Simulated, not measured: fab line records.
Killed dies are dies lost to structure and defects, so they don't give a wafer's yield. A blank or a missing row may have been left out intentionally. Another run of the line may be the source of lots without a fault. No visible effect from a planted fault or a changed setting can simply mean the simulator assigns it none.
Split-lot trial ; flow berkeley-cmos170 ; route with 331 steps; 5 lots, 23 wafers read

## ABOUT THE SPLIT
At UCB170_V2_ETCH_14 (etches SiO2 in CHF3/CF4/Ar, stops on Al, target depth 1250 nm, time 291 s), the setting time-s was moved away from the recipe's 291 s on 8 of the 23 wafers read, by -12.3% to +12.2%. The other wafers ran this setting at the recipe's value.

The reading is taken at the split's own step.

## THE READING
KrF_of_V2_COAT_07.thk-nm (the simulator's own value, which no gauge read), in nm, at UCB170_V2_ETCH_14 (etches SiO2 in CHF3/CF4/Ar, stops on Al, target depth 1250 nm, time 291 s). The file does not state a usual value for it. Across the 15 wafers here that went through the recipe, the average is 612.3 nm and the standard deviation 5.5 nm.

wafer;tool, chamber at the split;time-s as run, s;against the recipe;KrF_of_V2_COAT_07.thk-nm, nm;against lot-mates on the recipe
L076.1;rie-diel-04, 1;291;recipe;620.7;-
L076.2;rie-diel-04, 2;291;recipe;616.3;-
L076.3;rie-diel-04, 1;326.5;+12.2%;587.8;-30.7
L076.4;rie-diel-04, 2;326.5;+12.2%;584.4;-34.1
L076.5;rie-diel-04, 2;326.5;+12.2%;581.5;-37.0
L075.2;rie-diel-01, 0;291;recipe;607.5;-
L075.3;rie-diel-01, 2;291;recipe;609.3;-
L075.4;rie-diel-01, 3;291;recipe;609.4;-
L075.5;rie-diel-01, 2;291;recipe;606.7;-
L075.6;rie-diel-01, 1;291;recipe;612.6;-
L079.1;rie-diel-02, 1;291;recipe;619.2;-
L079.3;rie-diel-02, 3;312.1;+7.3%;598.5;-20.4
L079.4;rie-diel-02, 2;312.1;+7.3%;595.2;-23.7
L079.5;rie-diel-02, 3;291;recipe;618.2;-
L079.6;rie-diel-02, 2;291;recipe;619.4;-
L082.1;rie-diel-02, 1;255.3;-12.3%;638.5;+32.8
L082.3;rie-diel-02, 0;291;recipe;604.1;-
L082.4;rie-diel-02, 2;291;recipe;607.2;-
L082.5;rie-diel-02, 0;255.3;-12.3%;643.2;+37.5
L082.6;rie-diel-02, 3;255.3;-12.3%;644.6;+38.9
L084.2;rie-diel-01, 0;291;recipe;615.3;-
L084.5;rie-diel-01, 2;291;recipe;604.7;-
L084.6;rie-diel-01, 1;291;recipe;613.2;-

THE FIT
A straight line over all 23 wafers: KrF_of_V2_COAT_07.thk-nm changes by -2.33 nm for each +1% of time-s; r = -0.96; the points scatter about the line by 4.9 nm.
The same after taking each lot's own level away (the mean of its wafers on the recipe; 23 wafers): -2.9 nm for each +1%; r = -0.99; scatter 2.7 nm.
According to that fit, moving time-s by its largest amount changes the reading by 36 nm.
Across the lots, their own levels run from 605.65 to 618.93 nm, a range of 2.4 times the standard deviation given above.
So the lot-to-lot level changes the slope: the two fits differ.
Check: for one of the wafers moved furthest among these (-12.3%), held out of the fit, the line's prediction against its lot-mates is +36.5 nm. Against them it came out at +32.8 nm.

## OTHER SPLITS ON THESE WAFERS
Other splits were also applied to these wafers ahead of the reading. Each is held against what the fit with the lots' levels taken away leaves over:
other split on the same wafers;wafers away from the commonest value;r with KrF_of_V2_COAT_07.thk-nm (lot level and that fit taken away)
UCB170_PSD_IMPLANT_08 dose-cm2;5;+0.01
UCB170_NSD_IMPLANT_08 energy-kev;8;-0.11
UCB170_CONTACT_CVD_01 o2-flow-sccm;15;-0.09
UCB170_CONTACT_SOFTBAKE_11 time-s;7;-0.18
UCB170_M1_COAT_04 spin-rpm;12;+0.27
UCB170_V1_ETCH_14 rf-w;7;+0.11
UCB170_M2_STRIP_07 o2-flow-sccm;10;+0.23

## THE WHOLE CHAIN: every reading that the file lists as answering this split, in the file's order
step;what it does;reading;change (the file's fit);r (the file's)
UCB170_V2_ETCH_14;etches SiO2 in CHF3/CF4/Ar, stops on Al, target depth 1250 nm, time 291 s;KrF_of_V2_COAT_07.thk-nm (the simulator's own value, which no gauge read);-2.9 nm for each +1% of the setting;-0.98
UCB170_V2_STRIP_15;strips in O2;strip-time-to-endpoint-s;withheld for each +1% of the setting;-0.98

## FILE'S OWN FIT
KrF_of_V2_COAT_07.thk-nm changes by -2.9 nm for each +1% of time-s, r = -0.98.
